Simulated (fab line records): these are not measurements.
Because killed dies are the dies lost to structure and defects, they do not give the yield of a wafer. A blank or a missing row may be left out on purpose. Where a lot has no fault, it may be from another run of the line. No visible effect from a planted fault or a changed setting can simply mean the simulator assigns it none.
fab line records | flow berkeley-cmos170
[record] lots = 24 wafers = 72 last-day = 13
route steps=331 shown ACTIVE@66 PFIELD@87 SACOX@99 GATE@143 PSD@181 M3@312
lots that met no fault: from a run of the same line without faults
start-h: hours from the record's opening day to when the first of the lot's shown wafers began | wait-h: hours from the lot's prior step to this one | " as in the row above | L1.1+2: a single row standing in for several wafers | - value missing, or start not given | * or withheld: withheld | < > ~ a bound
route shown NAME@n: a module of which the file shows steps, and the number in the route of the first | usual: mean/standard deviation taken from wafers without a fault | same: alike in all rows | chamber/n: place in a boat | sites: the reading at each site | _std_site: the values' standard deviation | _edge_site: mean of outer sites minus mean of inner sites | radius-mm: how far each site lies from the wafer's centre | mask NAME#n: copy n | behind: tool/chamber where the wafer was last shaped | hold: why the lot went on hold/how many hours it stayed there/how the hold came to an end | device: names the non-switching transistor (n, p or np) | end of line: tests run on the same wafers once the route is complete | where a step has no rows: the recipe by itself | killed: at the first sort, the dies lost to defects and structure; wafer yield is something else | map: a wafer's dies, marking killed ones x, the rest . and places with no die _
set.NAME: the setting the step ran with; set.NAME@STEP: the setting that earlier step ran with | model.NAME: the simulator's own value behind a step, which no gauge read
the route's steps for a sample of lots (tables are steps, rows are wafers)
services: when a tool's chamber went out of use (start-h, in hours from the record's first day, below 0 if earlier), for how many hours, and the reason
[[steps]]
[step UCB170_ACTIVE_THK_MEAS_06]
[recipe] reads = Si3N4_of_ACTIVE_CVD_05
[usual] ACTIVE_NITRIDE_THK = 219.9/2.1
// columns lot.wafer tool chamber start-h wait-h ACTIVE_NITRIDE_THK[nm]
L074.2 film-metro-02 - 91.39 0.0 221.9
L074.4 " - " " 222.1
L074.6 " - " " 222.0
L076.1 film-metro-02 - 93.89 0.0 219.1
L076.2 " - " " 218.9
L076.6 " - " " 219.2
L075.3 film-metro-03 - 93.91 0.0 220.8
L075.4 " - " " 219.9
L075.5 " - " " 219.8
L077.2 film-metro-02 - 104.19 0.0 221.8
L077.3 " - " " 220.8
L077.5 " - " " 221.7
L079.2 film-metro-02 - 113.08 0.0 222.5
L079.3 " - " " 222.7
L079.6 " - " " 221.8
L078.3 film-metro-03 - 113.10 0.0 221.1
L078.5 " - " " 222.0
L078.6 " - " " 222.2
L080.1 film-metro-01 - 124.69 0.0 223.4
L080.2 " - " " 222.9
L080.3 " - " " 222.7
L081.1 film-metro-02 - 124.69 0.0 221.7
L081.4 " - " " 219.1
L081.6 " - " " 219.5
L082.2 film-metro-03 - 124.70 0.0 219.9
L082.4 " - " " 219.7
L082.5 " - " " 220.8
L083.2 film-metro-01 - 145.23 0.0 218.2
L083.4 " - " " 220.8
L083.6 " - " " 218.7
L084.4 film-metro-03 - 145.25 0.0 221.5
L084.5 " - " " 222.5
L084.6 " - " " 220.0
L087.1 film-metro-02 - 151.67 0.0 219.0
L087.2 " - " " 219.6
L087.6 " - " " 218.8
L086.2 film-metro-03 - 151.68 0.0 218.9
L086.3 " - " " 221.7
L086.4 " - " " 221.5
L088.3 film-metro-01 - 151.71 0.0 218.0
L088.4 " - " " 219.1
L088.5 " - " " 217.1
L085.3 film-metro-02 - 151.75 0.1 220.4
L085.4 " - " " 220.2
L085.6 " - " " 220.4
L089.1 film-metro-03 - 160.82 0.0 220.9
L089.3 " - " " 219.4
L089.6 " - " " 220.3
L090.2 film-metro-01 - 173.00 0.0 217.0
L090.3 " - " " 216.7
L090.4 " - " " 216.4
L091.2 film-metro-03 - 173.00 0.0 217.9
L091.4 " - " " 217.6
L091.6 " - " " 217.1
L092.1 film-metro-02 - 181.82 0.0 219.9
L092.4 " - " " 219.3
L092.5 " - " " 216.5
L094.1 film-metro-02 - 187.32 0.0 221.2
L094.2 " - " " 220.0
L094.6 " - " " 218.7
L093.2 film-metro-01 - 187.33 0.0 224.2
L093.3 " - " " 220.2
L093.6 " - " " 220.7
L095.1 film-metro-02 - 205.52 0.0 214.9
L095.3 " - " " 215.8
L095.6 " - " " 218.5
L096.1 film-metro-03 - 219.80 0.0 216.9
L096.5 " - " " 216.0
L096.6 " - " " 217.8
L097.3 film-metro-03 - 219.88 0.1 219.1
L097.4 " - " " 220.6
L097.5 " - " " 220.6
[step UCB170_PFIELD_STRIP_08]
[recipe] chemistry = O2 power-w = 400 pressure-mtorr = 3500 platen-temp-c = withheld o2-flow-sccm = 400 overash-fraction = 0.5
[usual] drypump-motor-current-A = 5.6/0.51 oes-product-au = 0.735/0.0051 strip-time-to-endpoint-s = 21.64/0.064
// columns lot.wafer tool chamber start-h wait-h drypump-motor-current-A oes-product-au rf-hours-counter-h strip-time-to-endpoint-s
L074.2 plasma-asher-03 0 94.28 0.1 6.1 0.736 29 21.58
L074.4 " 1 " " 5.1 0.722 - 21.59
L074.6 " 0 " " 6.1 0.739 - 21.61
L075.3 plasma-asher-01 1 99.42 0.1 5.9 0.732 - 21.62
L075.4 " 0 " " 5.9 0.731 - 21.65
L075.5 " 1 " " 5.9 0.729 - 21.65
L076.1 plasma-asher-02 1 99.54 0.1 4.9 0.731 34 21.60
L076.2 " 0 " " 5.8 0.737 34 21.76
L076.6 " 0 " " 5.8 0.733 - 21.67
L077.2 plasma-asher-03 1 106.76 0.1 5.1 0.733 30 21.61
L077.3 " 0 " " 6.1 0.731 - 21.58
L077.5 " 0 " " 6.1 0.738 - 21.57
L079.2 plasma-asher-02 0 118.42 0.1 5.9 0.735 36 21.69
L079.3 " 0 " " 5.9 0.736 - 21.67
L079.6 " 0 " " 5.9 0.740 - 21.65
L078.3 plasma-asher-03 0 118.60 0.1 6.1 0.742 - 21.64
L078.5 " 1 " " 5.1 0.737 - 21.68
L078.6 " 0 " " 6.1 0.734 - 21.72
L082.2 plasma-asher-02 1 128.31 0.1 4.8 0.735 37 21.53
L082.4 " 0 " " 5.9 0.734 - 21.55
L082.5 " 0 " " 5.9 0.725 - 21.56
L080.1 plasma-asher-03 1 128.43 0.1 5.0 0.738 33 21.57
L080.2 " 0 " " 6.1 0.734 33 21.59
L080.3 " 0 " " 6.1 0.742 - 21.63
L081.1 plasma-asher-02 1 128.67 0.1 4.8 0.736 37 21.62
L081.4 " 0 " " 5.9 0.741 - 21.63
L081.6 " 1 " " 4.9 0.732 - 21.58
L083.2 plasma-asher-02 0 148.54 0.1 5.8 0.730 39 21.57
L083.4 " 1 " " 4.8 0.734 - 21.62
L083.6 " 1 " " 4.9 0.730 - 21.53
L084.4 plasma-asher-03 0 148.69 0.1 6.1 0.740 - 21.72
L084.5 " 0 " " 6.1 0.737 - 21.66
L084.6 " 1 " " 5.1 0.740 - 21.64
L087.1 plasma-asher-03 0 155.89 0.1 6.1 0.736 36 21.74
L087.2 " 1 " " 5.1 0.738 36 21.67
L087.6 " 0 " " 6.1 0.729 - 21.71
L086.2 plasma-asher-02 0 156.02 0.1 5.9 0.738 40 21.65
L086.3 " 1 " " 4.8 0.730 - 21.66
L086.4 " 0 " " 5.9 0.731 - 21.76
L088.3 plasma-asher-01 0 156.32 0.1 5.9 0.736 - 21.59
L088.4 " 1 " " 5.9 0.738 - 21.58
L088.5 " 0 " " 5.9 0.740 - 21.62
L085.3 plasma-asher-02 0 156.60 0.1 5.9 0.735 - 21.70
L085.4 " 1 " " 4.9 0.735 - 21.61
L085.6 " 1 " " 4.9 0.736 - 21.63
L089.1 plasma-asher-02 0 163.93 0.1 5.9 0.737 41 21.63
L089.3 " 0 " " 5.9 0.737 - 21.69
L089.6 " 1 " " 4.8 0.735 - 21.58
L090.2 plasma-asher-03 1 176.13 0.1 5.1 0.734 39 21.67
L090.3 " 0 " " 6.2 0.736 - 21.67
L090.4 " 1 " " 5.1 0.731 - 21.68
L091.2 plasma-asher-01 1 176.62 0.1 5.9 0.731 7 21.65
L091.4 " 1 " " 5.9 0.735 - 21.60
L091.6 " 1 " " 5.9 0.733 - 21.63
L092.1 plasma-asher-01 0 185.32 0.1 6.0 0.737 8 21.66
L092.4 " 0 " " 6.0 0.719 - 21.69
L092.5 " 0 " " 6.0 0.740 - 21.65
L093.2 plasma-asher-03 1 190.57 0.1 5.1 0.725 40 21.75
L093.3 " 1 " " 5.1 0.727 - 21.71
L093.6 " 1 " " 5.1 0.741 - 21.71
L094.1 plasma-asher-02 0 190.81 0.1 5.9 0.735 44 21.56
L094.2 " 1 " " 4.9 0.731 44 21.60
L094.6 " 0 " " 5.8 0.733 - 21.57
L095.1 plasma-asher-03 1 208.10 0.1 5.1 0.731 42 21.60
L095.3 " 0 " " 6.1 0.735 - 21.66
L095.6 " 0 " " 6.1 0.736 - 21.68
L096.1 plasma-asher-01 0 223.89 0.1 5.9 0.729 12 21.79
L096.5 " 0 " " 5.9 0.739 - 21.80
L096.6 " 1 " " 5.9 0.729 - 21.80
L097.3 plasma-asher-03 0 224.17 0.1 6.2 0.720 - 21.60
L097.4 " 1 " " 5.1 0.732 - 21.59
L097.5 " 1 " " 5.1 0.739 - 21.58
[step UCB170_SACOX_THK_MEAS_02]
[recipe] reads = SiO2_of_SACOX_OXIDATION_01
[usual] SACOX_OXIDE_THK = 14.38/0.24
// columns lot.wafer tool chamber start-h wait-h SACOX_OXIDE_THK[nm]
L074.2 film-metro-02 - 117.35 0.0 14.36
L074.4 " - " " 14.37
L074.6 " - " " 14.73
L076.1 film-metro-01 - 121.35 0.0 14.04
L076.2 " - " " 14.38
L076.6 " - " " 14.27
L075.3 film-metro-04 - 121.37 0.0 14.49
L075.4 " - " " 14.38
L075.5 " - " " 14.46
L077.2 film-metro-04 - 128.95 0.0 14.70
L077.3 " - " " 14.64
L077.5 " - " " 14.69
L079.2 film-metro-04 - 142.06 0.0 14.53
L079.3 " - " " 14.55
L079.6 " - " " 14.41
L078.3 film-metro-01 - 142.09 0.0 14.25
L078.5 " - " " 14.40
L078.6 " - " " 14.43
L080.1 film-metro-04 - 152.30 0.0 14.43
L080.2 " - " " 14.46
L080.3 " - " " 14.25
L081.1 film-metro-01 - 152.30 0.0 14.66
L081.4 " - " " 14.76
L081.6 " - " " 14.68
L082.2 film-metro-02 - 152.31 0.0 14.67
L082.4 " - " " 14.76
L082.5 " - " " 14.47
L083.2 film-metro-04 - 173.13 0.0 14.38
L083.4 " - " " 14.37
L083.6 " - " " 14.55
L084.4 film-metro-02 - 173.15 0.0 14.03
L084.5 " - " " 14.19
L084.6 " - " " 14.16
L087.1 film-metro-04 - 181.33 0.0 14.26
L087.2 " - " " 14.21
L087.6 " - " " 14.12
L086.2 film-metro-01 - 181.34 0.0 14.22
L086.3 " - " " 14.25
L086.4 " - " " 14.08
L088.3 film-metro-02 - 181.35 0.0 14.39
L088.4 " - " " 14.26
L088.5 " - " " 14.35
L085.3 film-metro-04 - 181.41 0.1 14.38
L085.4 " - " " 14.12
L085.6 " - " " 14.02
L089.1 film-metro-04 - 189.90 0.0 14.47
L089.3 " - " " 14.42
L089.6 " - " " 14.61
L090.2 film-metro-01 - 206.61 0.0 14.25
L090.3 " - " " 14.14
L090.4 " - " " 14.44
L091.2 film-metro-02 - 206.61 0.0 14.96
L091.4 " - " " 14.46
L091.6 " - " " 14.57
L092.1 film-metro-01 - 217.20 0.0 14.80
L092.4 " - " " 14.80
L092.5 " - " " 14.60
L093.2 film-metro-02 - 217.21 0.0 13.95
L093.3 " - " " 14.07
L093.6 " - " " 13.79
L094.1 film-metro-01 - 223.55 0.0 14.32
L094.2 " - " " 14.16
L094.6 " - " " 14.61
L095.1 film-metro-04 - 232.07 0.0 14.15
L095.3 " - " " 13.97
L095.6 " - " " 14.12
L096.1 film-metro-04 - 246.66 0.0 14.20
L096.5 " - " " 14.27
L096.6 " - " " 14.36
L097.3 film-metro-02 - 246.68 0.0 14.27
L097.4 " - " " 14.29
L097.5 " - " " 14.12
[step UCB170_GATE_CD_MEAS_90]
[recipe] target-cd-nm = 350
[usual] cd-nm = 349.9/1.2
// columns lot.wafer tool chamber start-h wait-h cd-nm
L076.1 cd-sem-02 - 148.97 0.1 348.6
L076.2 " - " " 349.4
L076.6 " - " " 348.5
L074.2 cd-sem-01 - 149.11 0.1 347.0
L074.4 " - " " 348.9
L074.6 " - " " 349.2
L075.3 cd-sem-02 - 149.34 0.1 350.1
L075.4 " - " " 351.1
L075.5 " - " " 352.4
L077.2 cd-sem-02 - 157.78 0.1 346.8
L077.3 " - " " 350.2
L077.5 " - " " 349.2
L078.3 cd-sem-01 - 172.89 0.2 350.0
L078.5 " - " " 350.3
L078.6 " - " " 349.5
L079.2 cd-sem-01 - 173.08 0.1 350.9
L079.3 " - " " 352.0
L079.6 " - " " 351.5
L082.2 cd-sem-01 - 185.40 0.1 349.1
L082.4 " - " " 349.7
L082.5 " - " " 349.4
L081.1 cd-sem-01 - 185.95 0.1 347.2
L081.4 " - " " 349.8
L081.6 " - " " 349.3
L080.1 cd-sem-02 - 186.10 0.1 349.0
L080.2 " - " " 348.4
L080.3 " - " " 347.8
L083.2 cd-sem-02 - 216.87 0.1 350.7
L083.4 " - " " 352.8
L083.6 " - " " 350.2
L088.3 cd-sem-01 - 216.94 0.1 351.4
L088.4 " - " " 350.6
L088.5 " - " " 350.8
L085.3 cd-sem-02 - 217.04 0.1 349.3
L085.4 " - " " 348.8
L085.6 " - " " 349.8
L086.2 cd-sem-02 - 217.15 0.1 350.8
L086.3 " - " " 350.5
L086.4 " - " " 350.3
L084.4 cd-sem-02 - 217.43 0.1 349.2
L084.5 " - " " 350.5
L084.6 " - " " 348.1
L087.1 cd-sem-01 - 217.49 0.1 350.6
L087.2 " - " " 350.6
L087.6 " - " " 351.5
L089.1 cd-sem-02 - 227.50 0.1 351.5
L089.3 " - " " 350.8
L089.6 " - " " 349.9
L091.2 cd-sem-02 - 239.48 0.1 349.0
L091.4 " - " " 350.7
L091.6 " - " " 349.5
L090.2 cd-sem-01 - 239.69 0.1 350.5
L090.3 " - " " 350.1
L090.4 " - " " 348.8
L092.1 cd-sem-01 - 250.32 0.1 351.8
L092.4 " - " " 349.9
L092.5 " - " " 350.7
L094.1 cd-sem-02 - 251.06 0.1 349.1
L094.2 " - " " 348.8
L094.6 " - " " 349.4
L093.2 cd-sem-01 - 251.38 0.2 348.1
L093.3 " - " " 349.3
L093.6 " - " " 348.2
L095.1 cd-sem-01 - 265.74 0.2 350.3
L095.3 " - " " 349.6
L095.6 " - " " 350.1
L096.1 cd-sem-02 - 277.19 0.1 351.1
L096.5 " - " " 349.9
L096.6 " - " " 350.8
L097.3 cd-sem-02 - 277.45 0.1 349.3
L097.4 " - " " 351.1
L097.5 " - " " 349.9
[step UCB170_PSD_CD_MEAS_06]
[recipe] target-cd-nm = 1200
[usual] cd-nm = 1200.3/1.6
// columns lot.wafer tool chamber start-h wait-h cd-nm
L076.1 cd-sem-02 - 161.53 - 1202.2
L076.2 " - " " 1202.3
L076.6 " - " " 1202.2
L075.3 cd-sem-02 - 161.85 - 1202.4
L075.4 " - " " 1201.6
L075.5 " - " " 1200.9
L074.2 cd-sem-01 - 161.95 - 1201.7
L074.4 " - " " 1202.2
L074.6 " - " " 1201.5
L077.2 cd-sem-02 - 169.86 - 1199.7
L077.3 " - " " 1199.0
L077.5 " - " " 1199.4
L078.3 cd-sem-01 - 184.19 - 1200.4
L078.5 " - " " 1200.6
L078.6 " - " " 1200.5
L079.2 cd-sem-02 - 184.21 - 1202.9
L079.3 " - " " 1201.6
L079.6 " - " " 1202.8
L082.2 cd-sem-02 - 202.43 - 1200.8
L082.4 " - " " 1201.4
L082.5 " - " " 1200.4
L081.1 cd-sem-01 - 202.52 - 1197.9
L081.4 " - " " 1199.0
L081.6 " - " " 1199.3
L080.1 cd-sem-01 - 202.77 - 1199.5
L080.2 " - " " 1200.6
L080.3 " - " " 1199.3
L083.2 cd-sem-01 - 229.41 - 1200.5
L083.4 " - " " 1202.0
L083.6 " - " " 1201.6
L085.3 cd-sem-02 - 229.58 - 1199.0
L085.4 " - " " 1199.1
L085.6 " - " " 1198.4
L088.3 cd-sem-01 - 230.09 - 1196.4
L088.4 " - " " 1198.1
L088.5 " - " " 1198.7
L086.2 cd-sem-02 - 230.14 - 1198.8
L086.3 " - " " 1200.7
L086.4 " - " " 1199.5
L084.4 cd-sem-01 - 230.32 - 1201.2
L084.5 " - " " 1199.7
L084.6 " - " " 1201.3
L087.1 cd-sem-01 - 230.39 - 1197.3
L087.2 " - " " 1198.5
L087.6 " - " " 1198.3
L089.1 cd-sem-02 - 241.67 - 1198.3
L089.3 " - " " 1198.0
L089.6 " - " " 1197.8
L090.2 cd-sem-01 - 251.02 - 1198.9
L090.3 " - " " 1198.8
L090.4 " - " " 1200.9
L091.2 cd-sem-01 - 251.26 - 1200.7
L091.4 " - " " 1201.2
L091.6 " - " " 1201.8
L092.1 cd-sem-02 - 265.52 - 1200.8
L092.4 " - " " 1198.8
L092.5 " - " " 1199.0
L094.1 cd-sem-01 - 265.62 - 1199.7
L094.2 " - " " 1199.5
L094.6 " - " " 1197.4
L093.2 cd-sem-02 - 265.89 - 1202.9
L093.3 " - " " 1201.6
L093.6 " - " " 1202.7
L095.1 cd-sem-02 - 278.16 - 1199.4
L095.3 " - " " 1200.9
L095.6 " - " " 1199.3
L096.1 cd-sem-02 - 286.19 - 1202.5
L096.5 " - " " 1202.7
L096.6 " - " " 1203.1
L097.3 cd-sem-02 - 286.43 - 1201.1
L097.4 " - " " 1199.2
L097.5 " - " " 1200.3
[step UCB170_M3_THK_MEAS_03]
[recipe] thk-meas-gauge = xrf reads = Al_of_M3_SPUTTER_01
[usual] M3_AL_THK = 880/13
// columns lot.wafer tool chamber start-h wait-h M3_AL_THK[nm]
L076.1 film-metro-03 - 182.29 0.1 871
L076.2 " - " " 856
L076.6 " - " " 860
L075.3 film-metro-03 - 184.88 0.1 869
L075.4 " - " " 874
L075.5 " - " " 868
L074.2 film-metro-01 - 188.08 0.1 904
L074.4 " - " " 905
L074.6 " - " " 910
L077.2 film-metro-01 - 196.71 0.1 856
L077.3 " - " " 873
L077.5 " - " " 878
L079.2 film-metro-03 - 204.10 0.1 892
L079.3 " - " " 881
L079.6 " - " " 885
L078.3 film-metro-01 - 205.43 0.1 871
L078.5 " - " " 859
L078.6 " - " " 870
L082.2 film-metro-02 - 226.00 0.1 893
L082.4 " - " " 891
L082.5 " - " " 884
L081.1 film-metro-01 - 226.43 0.1 875
L081.4 " - " " 876
L081.6 " - " " 868
L080.1 film-metro-03 - 226.94 0.1 854
L080.2 " - " " 871
L080.3 " - " " 861
L083.2 film-metro-02 - 251.58 0.1 924
L083.4 " - " " 928
L083.6 " - " " 914
L085.3 film-metro-01 - 255.45 0.1 877
L085.4 " - " " 885
L085.6 " - " " 876
L088.3 film-metro-02 - 256.39 0.1 884
L088.4 " - " " 885
L088.5 " - " " 876
L086.2 film-metro-01 - 257.44 0.1 881
L086.3 " - " " 895
L086.4 " - " " 893
L087.1 film-metro-03 - 257.70 0.1 877
L087.2 " - " " 891
L087.6 " - " " 895
L084.4 film-metro-01 - 258.84 0.1 877
L084.5 " - " " 878
L084.6 " - " " 875
L089.1 film-metro-03 - 268.73 0.1 887
L089.3 " - " " 883
L089.6 " - " " 887
L090.2 film-metro-01 - 275.09 0.1 876
L090.3 " - " " 864
L090.4 " - " " 875
L091.2 film-metro-01 - 275.94 0.1 883
L091.4 " - " " 884
L091.6 " - " " 877
L092.1 film-metro-03 - 288.29 0.1 877
L092.4 " - " " 872
L092.5 " - " " 874
L093.2 film-metro-01 - 289.75 0.1 876
L093.3 " - " " 876
L093.6 " - " " 879
L094.1 film-metro-03 - 296.61 0.1 880
L094.2 " - " " 864
L094.6 " - " " 882
L095.1 film-metro-03 - 303.05 0.1 886
L095.3 " - " " 875
L095.6 " - " " 876
L096.1 film-metro-01 - 312.99 0.1 877
L096.5 " - " " 888
L096.6 " - " " 889
L097.3 film-metro-01 - 313.35 0.1 867
L097.4 " - " " 880
L097.5 " - " " 877
[[services]]
// columns tool chamber start-h hours kind
plasma-asher-03 - 85.84 0.9 repair
plasma-asher-02 - 101.08 4.6 repair
plasma-asher-01 - 108.75 9.0 pm
plasma-asher-01 0 108.75 9.0 vent-cycle
plasma-asher-01 1 108.75 9.0 vent-cycle
plasma-asher-01 0 117.75 - clean
plasma-asher-01 1 117.75 - clean
plasma-asher-02 - 183.65 2.9 repair
plasma-asher-02 - 202.57 0.9 repair
plasma-asher-02 - 219.56 1.9 repair
[[key]]
fault none
